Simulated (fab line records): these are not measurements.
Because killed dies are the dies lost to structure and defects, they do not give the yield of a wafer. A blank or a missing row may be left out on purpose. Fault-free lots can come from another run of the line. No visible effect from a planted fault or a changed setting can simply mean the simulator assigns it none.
fab line records    flow rit_cmos    part 2 of 2: steps 41 to 54 of 54
record: lots: 5  wafers: 15  last_day: 7
route steps=202 shown NLDD@103 PLDD@114 SPACER@125 NSD@131 PSD@142 SDANNEAL@153
lots with no fault: from the same line, run without faults
start_h: hours from the record's first day to the start of the lot's first wafer shown    wait_h: how many hours have passed since the lot's step before this one    " identical to the entry in the row above    L1.1+2: a single row standing in for several wafers    - no value present, or no start provided    * or withheld: withheld    < > ~ a bound
route shown NAME@n: a module of which the file shows steps, and the number in the route of the first    usual: average and standard deviation across the fault-free wafers    same: alike in all rows    chamber/n: place in a boat    sites: the reading at each site    _std_site: standard deviation across them    _edge_site: inner sites' mean taken away from outer sites' mean    radius_mm: for every site, how far away it sits from the centre of the wafer    mask NAME#n: copy n    behind: the tool/chamber that last shaped the wafer    hold: what put the lot on hold/how long, in hours/how the hold closed    device: transistor that didn't switch, given as n, p or np    end of line: the route-end tests of the same wafers    a step given without rows: its recipe and nothing more    killed: not the wafer's yield, but the dies lost to structure and defects at the first sort    map: the dies of a wafer, with x for killed, . for not killed, _ for no die there
set.NAME: setting as actually run; set.NAME@STEP: the setting as run at that earlier step    model.NAME: the simulator's own value behind a step, which no gauge read
a table for each step, a row for each wafer; lots at some steps of the route
services: a tool's chamber out of use, with start hour (start_h, from the record's first day; less than 0 if before it), hours out, and reason
== steps ==
step: RIT_PSD_COAT_01
recipe: resist: NOVOLAK  spin_rpm: 3250  resist_thk_nm: 1000
lot.wafer   tool            chamber  start_h  wait_h
L076.3+4+6  litho_track-01  0        57.50    0.1
L082.1+2+6  litho_track-01  0        92.51    0.1
L086.2+3+4  litho_track-01  0        109.41   0.1
L090.2+4+6  litho_track-01  0        129.54   0.1
L097.1+3+4  litho_track-02  0        168.94   0.1
step: RIT_PSD_SOFTBAKE_02
recipe: resist: NOVOLAK  temp_c: 90  time_s: 60
lot.wafer   tool            chamber  start_h  wait_h
L076.3+4+6  litho_track-01  0        57.65    0.1
L082.1+2+6  litho_track-01  0        92.66    0.1
L086.2+3+4  litho_track-01  0        109.56   0.1
L090.2+4+6  litho_track-01  0        129.69   0.1
L097.1+3+4  litho_track-02  0        169.09   0.1
step: RIT_PSD_EXPOSE_03
recipe: mask_id: M10  na: 0.57  target_cd_nm: 40900  dose_mj: 250
lot.wafer   tool              chamber  start_h  wait_h  mask
L076.3+4+6  iline_stepper-01  0        57.91    0.2     M10#0
L082.1+2+6  iline_stepper-01  0        92.81    0.1     M10#0
L086.2+3+4  iline_stepper-02  0        109.83   0.2     M10#0
L090.2+4+6  iline_stepper-01  0        129.84   0.1     M10#0
L097.1+3+4  iline_stepper-02  0        169.24   0.1     M10#0
step: RIT_PSD_PEB_04
recipe: resist: NOVOLAK  temp_c: withheld  time_s: withheld
lot.wafer   tool            chamber  start_h  wait_h
L076.3+4+6  litho_track-04  0        58.04    0.1
L082.1+2+6  litho_track-02  0        92.93    0.1
L086.2+3+4  litho_track-02  0        109.96   0.1
L090.2+4+6  litho_track-02  0        129.96   0.1
L097.1+3+4  litho_track-01  0        169.36   0.1
step: RIT_PSD_DEVELOP_05
recipe: resist: NOVOLAK  develop_time_s: 50  dev_temp_c: 23
lot.wafer   tool            chamber  start_h  wait_h
L076.3+4+6  litho_track-04  0        -        -
L082.1+2+6  litho_track-02  0        -        -
L086.2+3+4  litho_track-02  0        -        -
L090.2+4+6  litho_track-02  0        -        -
L097.1+3+4  litho_track-01  0        -        -
step: RIT_PSD_OVL_MEAS_06
usual: PSD_OVL: 0.0/1.6
lot.wafer  tool        chamber  start_h  wait_h  PSD_OVL[nm]
L076.3     overlay-01  -        58.29    -       -2.6
L076.4     "           -        "        "       -1.1
L076.6     "           -        "        "       -1.5
L082.1     overlay-02  -        93.21    -       0.3
L082.2     "           -        "        "       0.1
L082.6     "           -        "        "       0.3
L086.2     overlay-01  -        110.22   -       -0.4
L086.3     "           -        "        "       -1.2
L086.4     "           -        "        "       -2.3
L090.2     overlay-01  -        130.22   -       0.4
L090.4     "           -        "        "       2.1
L090.6     "           -        "        "       -0.1
L097.1     overlay-01  -        169.64   -       -3.2
L097.3     "           -        "        "       -2.7
L097.4     "           -        "        "       -2.8
step: RIT_PSD_HARDBAKE_07
recipe: resist: NOVOLAK  temp_c: 140  time_s: 60
lot.wafer   tool            chamber  start_h  wait_h
L076.3+4+6  litho_track-04  0        58.36    0.1
L082.1+2+6  litho_track-02  0        93.25    0.0
L086.2+3+4  litho_track-02  0        110.27   0.0
L090.2+4+6  litho_track-02  0        130.28   0.0
L097.1+3+4  litho_track-02  0        169.68   0.0
step: RIT_PSD_IMPLANT_08
recipe: species: BF2  energy_kev: 27  dose_cm2: 5e+15  tilt_deg: 7
lot.wafer   tool          chamber  start_h  wait_h
L076.3+4+6  implanter-02  0        58.51    0.1
L082.1+2+6  implanter-03  0        93.40    0.1
L086.2+3+4  implanter-03  0        110.42   0.1
L090.2+4+6  implanter-02  0        130.43   0.1
L097.1+3+4  implanter-04  0        169.83   0.1
step: RIT_PSD_STRIP_09
recipe: chemistry: O2  time_s: 180  resist: NOVOLAK  platen_temp_c: withheld  power_w: 500  pressure_mtorr: 4000  o2_flow_sccm: 4000
usual: drypump_motor_current_A: 6.0/0.55
lot.wafer  tool             chamber  start_h  wait_h  drypump_motor_current_A  rf_hours_counter_h
L076.3     plasma_asher-04  0        58.67    0.1     6.4                      -
L076.4     "                1        "        "       6.6                      -
L076.6     "                1        "        "       6.6                      -
L082.1     plasma_asher-01  1        93.55    0.1     6.3                      44
L082.2     "                0        "        "       5.3                      44
L082.6     "                0        "        "       5.3                      -
L086.2     plasma_asher-04  0        110.55   0.1     6.4                      34
L086.3     "                1        "        "       6.6                      -
L086.4     "                0        "        "       6.4                      -
L090.2     plasma_asher-01  1        130.55   0.1     6.3                      49
L090.4     "                0        "        "       5.3                      -
L090.6     "                0        "        "       5.3                      -
L097.1     plasma_asher-01  0        169.98   0.1     5.3                      52
L097.3     "                1        "        "       6.3                      -
L097.4     "                0        "        "       5.3                      -
step: RIT_PSD_TW_MEAS_10
usual: PSD_TW: 3401/34
lot.wafer  tool           chamber  start_h  wait_h  PSD_TW
L076.3     film_metro-04  -        58.81    0.1     3419
L076.4     "              -        "        "       3416
L076.6     "              -        "        "       3402
L082.1     film_metro-02  -        93.72    0.1     3354
L082.2     "              -        "        "       3347
L082.6     "              -        "        "       3345
L086.2     film_metro-04  -        110.73   0.1     3387
L086.3     "              -        "        "       3374
L086.4     "              -        "        "       3384
L090.2     film_metro-04  -        130.74   0.1     3408
L090.4     "              -        "        "       3409
L090.6     "              -        "        "       3412
L097.1     film_metro-03  -        170.16   0.1     3433
L097.3     "              -        "        "       3418
L097.4     "              -        "        "       3430
step: RIT_SDANNEAL_CLEAN_00
recipe: chemistry: SC1  mix: 3:3:50  time_s: 600  temp_c: 75
lot.wafer   tool          chamber  start_h  wait_h
L076.3+4+6  wet_bench-04  1        58.85    0.0
L082.1+2+6  wet_bench-02  2        93.78    0.1
L086.2+3+4  wet_bench-03  3        110.78   0.0
L090.2+4+6  wet_bench-04  0        130.79   0.0
L097.1+3+4  wet_bench-02  2        170.22   0.1
step: RIT_SDANNEAL_CLEAN_01
recipe: chemistry: dHF  dilution: 50:1  time_s: 30
lot.wafer   tool          chamber  start_h  wait_h
L076.3+4+6  wet_bench-03  1        59.04    0.0
L082.1+2+6  wet_bench-04  1        93.96    0.0
L086.2+3+4  wet_bench-03  3        110.96   0.0
L090.2+4+6  wet_bench-02  0        130.96   0.0
L097.1+3+4  wet_bench-03  0        170.57   0.0
step: RIT_SDANNEAL_CLEAN_02
recipe: chemistry: SC2  mix: 3:3:50  time_s: 600  temp_c: 75  dry: n2_spin
lot.wafer   tool          chamber  start_h  wait_h
L076.3+4+6  wet_bench-02  1        59.05    0.0
L082.1+2+6  wet_bench-02  1        93.97    0.0
L086.2+3+4  wet_bench-04  0        110.98   0.0
L090.2+4+6  wet_bench-03  0        130.98   0.0
L097.1+3+4  wet_bench-04  0        170.58   0.0
step: RIT_SDANNEAL_RTA_03
recipe: temp_c: 1050  time_s: 5  idle_temp_c: 600  ramp_up_c_per_s: 342  ramp_down_c_per_s: 171  cool_to_c: 600  ambient: N2
usual: anneal_temp_c_max: 1056.8/1.5  ramp_down_c_per_s: 171.00/0.033  wafer_temp_C_max: 1053.5/1.1
lot.wafer  tool           chamber  start_h  wait_h  anneal_temp_c_max  ramp_down_c_per_s  wafer_temp_C_max
L076.3     rtp_anneal-01  0        59.26    0.0     1055.4             170.97             1051.6
L076.4     "              0        "        "       1057.2             171.05             1052.7
L076.6     "              0        "        "       1056.5             171.04             1052.4
L082.1     rtp_anneal-01  0        94.15    0.0     1054.1             170.97             1053.4
L082.2     "              0        "        "       1055.7             171.02             1052.9
L082.6     "              0        "        "       1057.9             171.00             1052.4
L086.2     rtp_anneal-01  0        111.19   0.0     1057.2             171.01             1053.7
L086.3     "              0        "        "       1056.2             170.97             1052.7
L086.4     "              0        "        "       1056.7             171.08             1053.7
L090.2     rtp_anneal-01  0        131.16   0.0     1055.4             171.01             1054.2
L090.4     "              0        "        "       1057.0             170.96             1054.2
L090.6     "              0        "        "       1056.1             171.02             1053.7
L097.1     rtp_anneal-02  0        170.76   0.0     1057.5             171.03             1052.6
L097.3     "              0        "        "       1058.0             171.03             1055.1
L097.4     "              0        "        "       1057.1             171.01             1053.1
== services ==
tool              chamber  start_h  hours  kind
implanter-02      -        26.74    22.5   pm
plasma_asher-03   -        29.45    3.2    repair
rie_diel-02       1        31.86    13.1   repair
wet_bench-03      -        33.69    1.9    pm
rie_diel-04       -        42.71    0.9    repair
implanter-02      -        50.03    2.4    repair
implanter-02      -        55.00    3.4    repair
rie_diel-04       0        56.91    12.7   repair
implanter-01      -        74.87    3.6    repair
lpcvd-02          -        79.90    28.1   pm
iline_stepper-02  -        81.00    2.1    pm
implanter-02      -        81.78    3.4    repair
plasma_asher-04   -        87.09    2.8    pm
implanter-02      -        88.69    4.7    pm
implanter-01      -        93.99    6.3    repair
implanter-04      -        96.84    23.2   pm
plasma_asher-02   -        108.75   9.0    pm
plasma_asher-04   -        114.73   0.3    repair
plasma_asher-04   -        115.27   2.3    repair
implanter-02      -        115.87   0.6    repair
plasma_asher-02   -        144.55   1.7    repair
plasma_asher-01   -        145.50   6.2    pm
implanter-02      -        155.52   3.2    repair
implanter-02      -        162.75   3.0    repair
